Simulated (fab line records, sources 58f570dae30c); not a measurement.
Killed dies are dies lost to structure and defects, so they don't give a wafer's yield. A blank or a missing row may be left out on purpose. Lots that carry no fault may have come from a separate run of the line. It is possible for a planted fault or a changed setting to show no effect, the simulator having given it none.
Struck lot and sound lot, side by side :: flow berkeleyCmos170 :: 32 steps out of a route of 331
Sound: wafers L719.2, L719.3, L719.5. The struck wafers were L730.1, L730.4, L730.5. The cause is given at the end.
At each step with rows: each side's tool, then ch and its chambers, then its first start. Under that, the readings that differ: sound wafers :: struck wafers :: difference of the means :: sigmas: that difference in standard deviations of wafers without a fault.
alike: readings whose means differ by less than 2 such deviations, and words and numbers that are the same on both sides. not compared: withheld readings, readings that some wafer has no value for, bounds like >300 that may hide the same value, and numbers for which the record gives no deviation and whose values overlap.
A row with sigmas, a row that says differs or no value, or rows on one side alone: a step with any of these is where the two part. Non-overlapping numbers with no deviation appear without sigmas and do not part them. A reading missing from all wafers of one side parts the sides only when that side holds two or more wafers.

first, 6 steps without rows for these wafers: UCB170_V2_HMDS_06 (prime time 60 s); UCB170_V2_COAT_07 (resist thk 900 nm); UCB170_V2_SOFTBAKE_08 (time 60 s); UCB170_V2_EXPOSE_09 (exposes mask VIA2, target cd 700 nm); UCB170_V2_PEB_10; UCB170_V2_DEVELOP_11 (develop time 45 s).
UCB170_V2_CD_MEAS_12: target cd 700 nm.
  sound on cdSem-02, day 9 18:53; struck on cdSem-02, day 11 17:01
  alike: cdNm
UCB170_V2_OVL_MEAS_13:
  sound on overlay-01, day 9 19:00; struck on overlay-01, day 11 17:08
  alike: V2_OVL
UCB170_V2_ETCH_14: etches SiO2 in CHF3/CF4/Ar, stops on Al, target depth 1250 nm, time 291 s.
  sound on rieDiel-02 ch 1,2,3, day 9 19:02; struck on rieDiel-04 ch 1,2, day 11 17:10
  alike: drypumpMotorCurrentA, oesProductAu, throttleValvePct
  not compared: rfHoursCounterH
UCB170_V2_STRIP_15: strips in O2.
  sound on plasmaAsher-04 ch 0,1, day 9 19:13; struck on plasmaAsher-03 ch 0,1, day 11 17:20
  alike: drypumpMotorCurrentA, oesProductAu, stripTimeToEndpointS
  not compared: rfHoursCounterH
UCB170_V2_CD_MEAS_90: target cd 700 nm.
  sound on cdSem-01, day 9 19:20; struck on cdSem-02, day 11 17:26
  alike: cdNm
then, 1 step without rows for these wafers: UCB170_M3_PRE_CLEAN_00 (preclean etch time 60 s).
UCB170_M3_SPUTTER_01: material Al, target thk 900 nm, time 120 s.
  sound on pvdSputter-02, day 9 19:29; struck on pvdSputter-02, day 11 17:38
reading: chamberPressurePa (Pa)
sound: 0.5000 0.5007 0.5009
struck: 0.4583 0.4601 0.4602
difference: -0.0410
sigmas: -43

reading: model.Al_of_M3_SPUTTER_01.thkNm (nm)
sound: 910.2 895 920.3
struck: 934.1 936.2 936.5
difference: +27.1
sigmas: 
  alike: throttleValvePct
UCB170_M3_RS_MEAS_02: uses a four-point probe to measure.
  sound on filmMetro-01, day 9 19:36; struck on filmMetro-03, day 11 17:43
reading: M3_AL_RS (ohm/sq)
sound: 0.0318 0.0323 0.0314
struck: 0.0310 0.0309 0.0309
difference: -0.0009
sigmas: -2
UCB170_M3_THK_MEAS_03: measures by xrf.
  sound on filmMetro-01, day 9 19:43; struck on filmMetro-03, day 11 17:50
  alike: M3_AL_THK
then, 3 steps without rows for these wafers: UCB170_M3_HMDS_04 (prime time 60 s); UCB170_M3_COAT_05 (resist thk 900 nm); UCB170_M3_SOFTBAKE_06 (time 60 s).
UCB170_M3_STRIP_07: strips in O2.
  sound on plasmaAsher-02 ch 0, day 9 20:46; struck on plasmaAsher-02 ch 1, day 11 18:20
reading: stripTimeToEndpointS (s)
sound: 21.84 21.89 21.87
struck: 22.02 22.07 21.98
difference: +0.16
sigmas: +2
  alike: drypumpMotorCurrentA, oesProductAu
  not compared: rfHoursCounterH
then, 7 steps without rows for these wafers: UCB170_M3_STRIP_08 (strips KrF in DMSO, time 600 s); UCB170_M3_COAT_09; UCB170_M3_COAT_10 (resist thk 900 nm); UCB170_M3_SOFTBAKE_11 (time 60 s); UCB170_M3_EXPOSE_12 (exposes mask METAL3, target cd 700 nm); UCB170_M3_PEB_13; UCB170_M3_DEVELOP_14 (develop time 45 s).
UCB170_M3_CD_MEAS_15: target cd 700 nm.
  sound on cdSem-01, day 9 22:41; struck on cdSem-02, day 11 19:43
  alike: cdNm
UCB170_M3_OVL_MEAS_16:
  sound on overlay-02, day 9 22:47; struck on overlay-02, day 11 19:50
  alike: M3_OVL
UCB170_M3_ETCH_17: etches BARC in N2/H2.
  sound on rieDiel-04 ch 0,1,3, day 9 22:49; struck on rieDiel-02 ch 2,3, day 11 19:52
  alike: drypumpMotorCurrentA, oesProductAu, throttleValvePct
UCB170_M3_METAL_ETCH_18: etches Al in Cl2/BCl3, stops on SiO2, target depth 1170 nm, time 195 s.
  sound on rieMetal-03 ch 0,1, day 9 22:52; struck on rieMetal-02 ch 0,1, day 11 19:54
reading: model.M3.featureDepthNm (nm)
sound: 965.4 952.2 977.3
struck: 989.4 991.3 991.3
difference: +25.7
sigmas: 

reading: model.etch.depthNm (nm)
sound: 910.2 895 920.3
struck: 934.1 936.2 936.5
difference: +27.1
sigmas: 
  alike: drypumpMotorCurrentA, oesProductAu, throttleValvePct
  not compared: rfHoursCounterH
UCB170_M3_STRIP_19: strips in O2.
  sound on plasmaAsher-01 ch 0,1, day 9 23:03; struck on plasmaAsher-02 ch 0,1, day 11 20:05
reading: drypumpMotorCurrentA (A)
sound: 5.5 5.2 5.5
struck: 5.8 6.5 6.5
difference: +0.9
sigmas: +2
  alike: oesProductAu
  not compared: rfHoursCounterH
UCB170_M3_PROBE_99:
  only the struck wafers here have rows in the record (prober-02, day 11 20:26); the sound ones have none

== WHERE THEY PART ==
First at UCB170_M3_SPUTTER_01; last, within this record, at UCB170_M3_PROBE_99.

WHY: what the simulator had put in
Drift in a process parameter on pvdSputter-02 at UCB170_M3_SPUTTER_01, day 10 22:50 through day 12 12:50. A move of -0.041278 in setting chamberPressurePa, from 0.5. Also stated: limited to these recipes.
